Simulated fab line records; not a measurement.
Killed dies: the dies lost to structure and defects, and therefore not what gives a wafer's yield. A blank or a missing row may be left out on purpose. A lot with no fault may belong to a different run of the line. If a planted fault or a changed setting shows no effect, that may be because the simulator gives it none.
A single fault, viewed from 2 desks -- flow berkeley-cmos170 -- numbers are kept per desk, each desk with only its own; the story behind them comes last

DESK OF THE TOOL OWNER: rie-metal-03
The tool's own readings at UCB170_M1_METAL_ETCH_12 (etches Al in Cl2/BCl3, stops on PSG, target depth 780 nm, time 130 s): means of the sampled wafers that have a number, for each lot that ran on this tool. Any lot whose mean is over 4 standard deviations away from the usual mean is out of limits and marked OUT; that distance is given in the brackets.
Columns: A = drypump-motor-current-A at UCB170_M1_METAL_ETCH_12, usual 5.8 A; B = he-backside-leak-sccm at UCB170_M1_METAL_ETCH_12, usual 3.38 sccm; C = oes-product-au at UCB170_M1_METAL_ETCH_12, usual 0.848 a.u.; D = run-length-s at UCB170_M1_METAL_ETCH_12, usual 158.4 s; E = throttle-valve-pct at UCB170_M1_METAL_ETCH_12, usual 24.38 %
lot,first seen here,A,B,C,D,E
L306,day 8 19:49,5.7,3.46,0.853,158.8,24.28
L309,day 9 11:43,5.4,3.16,0.927 (+9.7) OUT,149.2 (-21) OUT,24.38
L311,day 10 05:28,5.4,3.12,0.929 (+9.9) OUT,149.1 (-22) OUT,24.38
This desk's finding: out of limits on L309, L311; first on L309, day 9 11:43 (oes-product-au at UCB170_M1_METAL_ETCH_12). L306 stayed within limits.

THE METROLOGY DESK
Means of the sampled wafers that have a number, per lot and without regard to the tool the lot ran on: this is what the gauges read. Any lot whose mean is over 4 standard deviations away from the usual mean is out of limits and marked OUT; that distance is given in the brackets.
Columns: A = M1_AL_RS at UCB170_M1_RS_MEAS_01, usual 0.0485 ohm/sq; B = M1_AL_THK at UCB170_M1_THK_MEAS_02, usual 591 nm; C = cd-nm at UCB170_M1_CD_MEAS_09, usual 699.5 nm; D = M1_OVL at UCB170_M1_OVL_MEAS_10, usual -2 nm
lot,first seen here,A,B,C,D
L303,day 8 09:25,0.0479,594,700.4,-1
L306,day 8 18:26,0.0484,589,699.2,-5
L309,day 9 09:47,0.0479,593,698.7,-7
L311,day 10 04:10,0.0480,600,699.7,1
L314,day 10 08:22,0.0486,582,697.5,-4
L321,day 12 15:45,0.0487,590,699.2,-2
This desk found nothing out of limits on any of the 6 lots.

TAKEN TOGETHER
At day 9 11:43, on L309, L311, the tool owner's desk was in a position to raise an alarm.
The metrology desk saw nothing out of limits.
The metrology desk has L309, L311 on record, within its limits.
Of the lots named, all ran UCB170_M1_METAL_ETCH_12 on rie-metal-03.

WHAT WAS PUT IN BY THE SIMULATOR
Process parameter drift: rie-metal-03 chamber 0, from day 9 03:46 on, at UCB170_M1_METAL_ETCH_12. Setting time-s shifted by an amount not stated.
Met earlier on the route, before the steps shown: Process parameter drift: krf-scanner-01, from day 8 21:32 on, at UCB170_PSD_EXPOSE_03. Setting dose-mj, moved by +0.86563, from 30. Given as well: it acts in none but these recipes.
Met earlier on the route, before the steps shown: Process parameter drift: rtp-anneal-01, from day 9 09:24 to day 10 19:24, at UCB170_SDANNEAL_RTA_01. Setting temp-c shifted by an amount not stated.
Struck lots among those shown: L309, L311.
Hours from the fault's start to each desk's first reading out of limits: the tool owner's desk, 8.
